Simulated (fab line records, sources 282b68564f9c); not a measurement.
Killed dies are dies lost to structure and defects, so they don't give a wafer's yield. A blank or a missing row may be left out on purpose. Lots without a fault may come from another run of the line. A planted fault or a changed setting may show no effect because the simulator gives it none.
One fault seen from 2 desks | flow rit_cmos | each desk has only its own numbers; what lay behind them comes last

THE METROLOGY DESK
What the gauges read, lot by lot, whatever tool the lot ran on: means of the sampled wafers that have a number. A lot is out of limits, marked OUT, if its mean lies more than 4 standard deviations from the usual mean; the brackets give that distance.
Columns: A = CONTACT_TEOS_THK at RIT_CONTACT_THK_MEAS_01, usual 401 nm
lot  | first seen here | A
L923 | day 3 14:07     | 404
L928 | day 4 16:17     | 407
L929 | day 4 19:19     | 406
L930 | day 4 21:27     | 387
L931 | day 5 06:59     | 398
L937 | day 6 18:50     | 395
L938 | day 6 19:03     | 402
L940 | day 7 16:02     | 399
L941 | day 8 00:40     | 407
L943 | day 8 05:49     | 394
L942 | day 8 06:16     | 403
L944 | day 8 14:34     | 400
L945 | day 8 20:52     | 400
This desk's finding: nothing out of limits on any of the 13 lots.

THE TOOL OWNER'S DESK: pecvd-01
The tool's own readings at RIT_CONTACT_CVD_00 (deposits SiO2 from TEOS, target thk 400 nm, time 61 s): means of the sampled wafers that have a number, for each lot that ran on this tool. A lot is out of limits, marked OUT, if its mean lies more than 4 standard deviations from the usual mean; the brackets give that distance.
Columns: A = heater_power_w at RIT_CONTACT_CVD_00, usual 311 W; B = run_length_s at RIT_CONTACT_CVD_00, usual 88.8 s
lot  | first seen here | A   | B
L930 | day 4 21:23     | 324 | 87.5
L943 | day 8 05:45     | 280 | 89.3
L945 | day 8 20:48     | 335 | 88.7
This desk's finding: nothing out of limits on any of the 3 lots.

PUT TOGETHER
The metrology desk saw nothing out of limits.
The tool owner's desk saw nothing out of limits.

WHAT THE SIMULATOR HAD PUT IN
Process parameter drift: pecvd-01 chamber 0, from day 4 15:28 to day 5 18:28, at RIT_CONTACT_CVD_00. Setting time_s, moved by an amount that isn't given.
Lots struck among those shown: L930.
